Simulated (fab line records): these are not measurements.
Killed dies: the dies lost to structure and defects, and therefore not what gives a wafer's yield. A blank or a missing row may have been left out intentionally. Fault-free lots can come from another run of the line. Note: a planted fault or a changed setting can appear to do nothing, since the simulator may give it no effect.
fab line records	flow berkeley-cmos170
[record] lots = 14	wafers = 42	last-day = 14
route steps=331 shown START@4 NWELL@26 PWELL@37 PVT@122
lots that met no fault: taken from a fault-free run of the same line
start-h: the number of hours between the record's first day and the start of the first shown wafer of the lot	wait-h: time in hours since the lot's previous step	" same as the row above	L1.1+2: a row that stands for several wafers	- no value, or no start was given	* or withheld: withheld	< > ~ a bound
route shown NAME@n: names a module that has steps shown in the file, with the first one's number in the route	usual: the fault-free wafers' mean and standard deviation	same: alike in all rows	chamber/n: place in a boat	sites: each site's reading	_std_site: the standard deviation of these	_edge_site: mean of outer sites minus mean of inner sites	radius-mm: for every site, how far away it sits from the centre of the wafer	mask NAME#n: copy n	behind: the most recent tool/chamber to have shaped the wafer	hold: why the lot went on hold/how many hours it stayed there/how the hold came to an end	device: which transistor (n, p or np) failed to switch	end of line: the tests these same wafers got at the end of their route	where a step has no rows: the recipe by itself	killed: dies that structure and defects cost at the first sort, which is not the same as the wafer's yield	map: dies across one wafer; x = killed, . = not, _ = none there
set.NAME: the setting that was run; set.NAME@STEP: the one run at that earlier step	model.NAME: the simulator's own value behind a step, which no gauge read
route steps across a sampled set of lots; one table per step, one row per wafer
services: from which hour (start-h, from the record's first day; less than 0 if before it) a tool's chamber was out of use, for how many hours, and why
[[steps]]
[step UCB170_START_THK_MEAS_03]
[recipe] reads = SiO2_of_START_OXIDATION_02
[usual] START_OXIDE_THK = 22.0/0.47
lot.wafer	tool	chamber	start-h	wait-h	START_OXIDE_THK[nm]
L551.2	film-metro-02	-	16.79	0.0	22.0
L551.3	"	-	"	"	22.0
L551.4	"	-	"	"	22.0
L552.3	film-metro-04	-	16.80	0.0	22.4
L552.5	"	-	"	"	22.0
L552.6	"	-	"	"	22.0
L554.1	film-metro-02	-	27.10	0.0	21.8
L554.4	"	-	"	"	21.8
L554.6	"	-	"	"	21.8
L556.2	film-metro-01	-	39.44	0.0	21.3
L556.3	"	-	"	"	21.4
L556.4	"	-	"	"	21.1
L563.1	film-metro-04	-	76.48	0.0	22.2
L563.3	"	-	"	"	21.8
L563.4	"	-	"	"	22.1
L565.2	film-metro-04	-	83.22	0.0	21.6
L565.3	"	-	"	"	21.7
L565.4	"	-	"	"	21.4
L564.4	film-metro-02	-	83.24	0.0	21.3
L564.5	"	-	"	"	21.3
L564.6	"	-	"	"	21.3
L567.2	film-metro-02	-	92.65	0.1	21.7
L567.4	"	-	"	"	21.7
L567.5	"	-	"	"	22.1
L568.2	film-metro-01	-	100.63	0.0	22.7
L568.4	"	-	"	"	22.6
L568.6	"	-	"	"	22.8
L569.1	film-metro-04	-	103.78	0.0	22.0
L569.3	"	-	"	"	21.9
L569.5	"	-	"	"	22.2
L570.2	film-metro-01	-	110.48	0.0	23.0
L570.3	"	-	"	"	22.9
L570.4	"	-	"	"	22.3
L571.1	film-metro-01	-	115.14	0.0	22.4
L571.2	"	-	"	"	22.4
L571.5	"	-	"	"	22.6
L572.3	film-metro-04	-	123.57	0.0	22.8
L572.5	"	-	"	"	22.4
L572.6	"	-	"	"	22.4
L574.1	film-metro-04	-	133.19	0.0	22.3
L574.4	"	-	"	"	22.1
L574.5	"	-	"	"	22.3
[step UCB170_NWELL_OVL_MEAS_12]
[usual] NWELL_OVL = 1/4.7
lot.wafer	tool	chamber	start-h	wait-h	NWELL_OVL[nm]
L552.3	overlay-02	-	38.77	-	-2
L552.5	"	-	"	"	-10
L552.6	"	-	"	"	-8
L551.2	overlay-01	-	38.88	-	0
L551.3	"	-	"	"	5
L551.4	"	-	"	"	3
L554.1	overlay-01	-	47.04	-	-4
L554.4	"	-	"	"	-5
L554.6	"	-	"	"	2
L556.2	overlay-01	-	58.69	-	-5
L556.3	"	-	"	"	-2
L556.4	"	-	"	"	-5
L565.2	overlay-02	-	102.21	-	-6
L565.3	"	-	"	"	1
L565.4	"	-	"	"	2
L564.4	overlay-01	-	102.34	-	3
L564.5	"	-	"	"	7
L564.6	"	-	"	"	6
L563.1	overlay-02	-	102.48	-	3
L563.3	"	-	"	"	2
L563.4	"	-	"	"	4
L567.2	overlay-02	-	115.95	-	-5
L567.4	"	-	"	"	-3
L567.5	"	-	"	"	2
L568.2	overlay-02	-	122.40	-	4
L568.4	"	-	"	"	-1
L568.6	"	-	"	"	-2
L569.1	overlay-02	-	129.09	-	6
L569.3	"	-	"	"	11
L569.5	"	-	"	"	7
L570.2	overlay-02	-	138.46	-	13
L570.3	"	-	"	"	2
L570.4	"	-	"	"	7
L571.1	overlay-02	-	138.73	-	-5
L571.2	"	-	"	"	10
L571.5	"	-	"	"	-2
L572.3	overlay-01	-	145.76	-	0
L572.5	"	-	"	"	2
L572.6	"	-	"	"	0
L574.1	overlay-01	-	154.03	-	-4
L574.4	"	-	"	"	-4
L574.5	"	-	"	"	0
[step UCB170_PWELL_THK_MEAS_03]
[recipe] reads = SiO2_of_PWELL_OXIDATION_02
[usual] PWELL_OXIDE_THK = 23.9/0.65
lot.wafer	tool	chamber	start-h	wait-h	PWELL_OXIDE_THK[nm]
L551.2	film-metro-03	-	50.01	0.0	23.6
L551.3	"	-	"	"	24.0
L551.4	"	-	"	"	23.9
L552.3	film-metro-02	-	50.02	0.0	24.2
L552.5	"	-	"	"	24.1
L552.6	"	-	"	"	24.0
L554.1	film-metro-04	-	56.91	0.1	24.0
L554.4	"	-	"	"	23.8
L554.6	"	-	"	"	23.8
L556.2	film-metro-03	-	69.64	0.0	23.5
L556.3	"	-	"	"	23.6
L556.4	"	-	"	"	23.2
L563.1	film-metro-02	-	120.42	0.0	24.3
L563.3	"	-	"	"	24.2
L563.4	"	-	"	"	24.7
L565.2	film-metro-03	-	120.43	0.0	23.6
L565.3	"	-	"	"	24.1
L565.4	"	-	"	"	23.7
L564.4	film-metro-04	-	120.45	0.0	24.6
L564.5	"	-	"	"	24.9
L564.6	"	-	"	"	25.0
L567.2	film-metro-03	-	129.84	0.0	24.0
L567.4	"	-	"	"	23.4
L567.5	"	-	"	"	23.8
L568.2	film-metro-02	-	129.84	0.0	23.2
L568.4	"	-	"	"	23.5
L568.6	"	-	"	"	22.9
L569.1	film-metro-03	-	140.12	0.0	24.5
L569.3	"	-	"	"	24.0
L569.5	"	-	"	"	24.1
L571.1	film-metro-04	-	149.82	0.0	24.6
L571.2	"	-	"	"	24.6
L571.5	"	-	"	"	24.8
L570.2	film-metro-03	-	149.83	0.0	25.1
L570.3	"	-	"	"	24.4
L570.4	"	-	"	"	24.8
L572.3	film-metro-02	-	156.85	0.0	23.8
L572.5	"	-	"	"	23.8
L572.6	"	-	"	"	23.5
L574.1	film-metro-04	-	164.18	0.0	23.2
L574.4	"	-	"	"	23.8
L574.5	"	-	"	"	23.5
[step UCB170_PVT_IMPLANT_07]
[recipe] species = P	dose-cm2 = 2e+12	energy-kev = 29.73	tilt-deg = 7
[usual] dose-ions-cm2 = 2.0001e+12/2e+09	tilt-deg = 7.000/0.02
lot.wafer	tool	chamber	start-h	wait-h	dose-ions-cm2	tilt-deg
L552.3	implanter-04	0	139.42	0.1	1.9978e+12	6.992
L552.5	"	0	"	"	1.9993e+12	6.989
L552.6	"	0	"	"	2.002e+12	6.993
L551.2	implanter-03	0	140.81	0.0	1.9972e+12	7.042
L551.3	"	0	"	"	2.0011e+12	6.995
L551.4	"	0	"	"	2.0013e+12	7.012
L554.1	implanter-04	0	146.69	0.0	1.9986e+12	7.004
L554.4	"	0	"	"	2.0021e+12	7.009
L554.6	"	0	"	"	1.9991e+12	7.022
L556.2	implanter-03	0	156.80	0.0	2.0033e+12	6.994
L556.3	"	0	"	"	1.9999e+12	7.000
L556.4	"	0	"	"	2.0006e+12	7.011
L556.2	implanter-03	0	157.11	0.3	1.9998e+12	6.998
L556.3	"	0	"	"	2.0028e+12	6.999
L556.4	"	0	"	"	2.0027e+12	6.982
L563.1	implanter-02	0	208.56	0.0	2.0002e+12	6.971
L563.3	"	0	"	"	2.0028e+12	6.982
L563.4	"	0	"	"	2.003e+12	6.963
L563.1	implanter-02	0	208.88	0.3	1.9974e+12	6.988
L563.3	"	0	"	"	2.0006e+12	7.013
L563.4	"	0	"	"	1.9997e+12	7.008
L564.4	implanter-04	0	208.91	0.1	2.0037e+12	6.978
L564.5	"	0	"	"	2.0017e+12	6.990
L564.6	"	0	"	"	2.002e+12	6.984
L565.2	implanter-03	0	209.10	0.0	2.0027e+12	7.004
L565.3	"	0	"	"	2.0021e+12	6.968
L565.4	"	0	"	"	2.0047e+12	6.989
L568.2	implanter-04	0	219.80	0.0	2.0009e+12	7.030
L568.4	"	0	"	"	1.9972e+12	6.989
L568.6	"	0	"	"	1.9986e+12	7.003
L567.2	implanter-02	0	220.31	0.0	2.0014e+12	6.994
L567.4	"	0	"	"	2.0019e+12	6.990
L567.5	"	0	"	"	1.9984e+12	6.998
L569.1	implanter-04	0	228.85	0.0	2.0017e+12	7.006
L569.3	"	0	"	"	2.0014e+12	7.013
L569.5	"	0	"	"	2.0004e+12	6.990
L571.1	implanter-02	0	242.35	0.0	1.9968e+12	6.970
L571.2	"	0	"	"	1.9972e+12	6.980
L571.5	"	0	"	"	1.9985e+12	6.968
L570.2	implanter-04	0	242.39	0.0	2.0006e+12	6.975
L570.3	"	0	"	"	2.001e+12	6.992
L570.4	"	0	"	"	1.998e+12	7.009
L572.3	implanter-04	0	251.35	0.1	2.0007e+12	6.995
L572.5	"	0	"	"	1.9987e+12	6.999
L572.6	"	0	"	"	1.9993e+12	6.987
L574.1	implanter-03	0	260.37	0.0	2.0016e+12	7.031
L574.4	"	0	"	"	1.9983e+12	7.015
L574.5	"	0	"	"	1.9982e+12	7.019
[step UCB170_PVT_TW_MEAS_09]
[usual] PVT_TW = 504/3.7
lot.wafer	tool	chamber	start-h	wait-h	PVT_TW
L552.3	film-metro-03	-	139.64	0.1	502
L552.5	"	-	"	"	501
L552.6	"	-	"	"	503
L551.2	film-metro-02	-	141.05	0.1	499
L551.3	"	-	"	"	502
L551.4	"	-	"	"	502
L554.1	film-metro-03	-	146.94	0.1	502
L554.4	"	-	"	"	502
L554.6	"	-	"	"	501
L556.2	film-metro-04	-	157.35	0.1	631
L556.3	"	-	"	"	630
L556.4	"	-	"	"	631
L564.4	film-metro-02	-	209.11	0.1	503
L564.5	"	-	"	"	502
L564.6	"	-	"	"	503
L563.1	film-metro-03	-	209.13	0.1	616
L563.3	"	-	"	"	622
L563.4	"	-	"	"	618
L565.2	film-metro-04	-	209.34	0.1	505
L565.3	"	-	"	"	508
L565.4	"	-	"	"	506
L568.2	film-metro-04	-	220.03	0.1	512
L568.4	"	-	"	"	508
L568.6	"	-	"	"	509
L567.2	film-metro-04	-	220.55	0.1	509
L567.4	"	-	"	"	510
L567.5	"	-	"	"	511
L569.1	film-metro-02	-	229.10	0.1	505
L569.3	"	-	"	"	505
L569.5	"	-	"	"	505
L571.1	film-metro-04	-	242.60	0.1	503
L571.2	"	-	"	"	506
L571.5	"	-	"	"	506
L570.2	film-metro-03	-	242.62	0.1	501
L570.3	"	-	"	"	498
L570.4	"	-	"	"	500
L572.3	film-metro-04	-	251.57	0.1	510
L572.5	"	-	"	"	510
L572.6	"	-	"	"	509
L574.1	film-metro-04	-	260.62	0.1	504
L574.4	"	-	"	"	505
L574.5	"	-	"	"	505
[[services]]
tool	chamber	start-h	hours	kind
implanter-04	-	132.84	0.6	repair
implanter-04	-	202.21	2.0	repair
implanter-03	-	213.37	6.4	pm
implanter-02	-	246.90	1.7	repair
[[key]]
[first-sign] step = UCB170_PVT_IMPLANT_07	reading = visit	direction = added
[effect] step = UCB170_PVT_TW_MEAS_09	reading = PVT_TW	direction = up	sigmas = 32	usual = 504	struck = 625
met-at UCB170_PVT_IMPLANT_07
struck-lots L556,L563
tester-left-out L556,L563
not-acting-at UCB170_START_THK_MEAS_03,UCB170_NWELL_OVL_MEAS_12,UCB170_PWELL_THK_MEAS_03
[fault] kind = repeated-step-whole	tool = implanter-02,implanter-03,implanter-04	chamber = -	onset-h = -	steps = UCB170_PVT_IMPLANT_07	times = 1	scope = struck-lots-only
// tester-left-out: of these lots the tester's yield and bins aren't shown, on N5 and GAA mostly nor the transistor test; their killed dies are dies lost to structure and defects alone, not to doping, threshold or leakage, so they don't give the yield
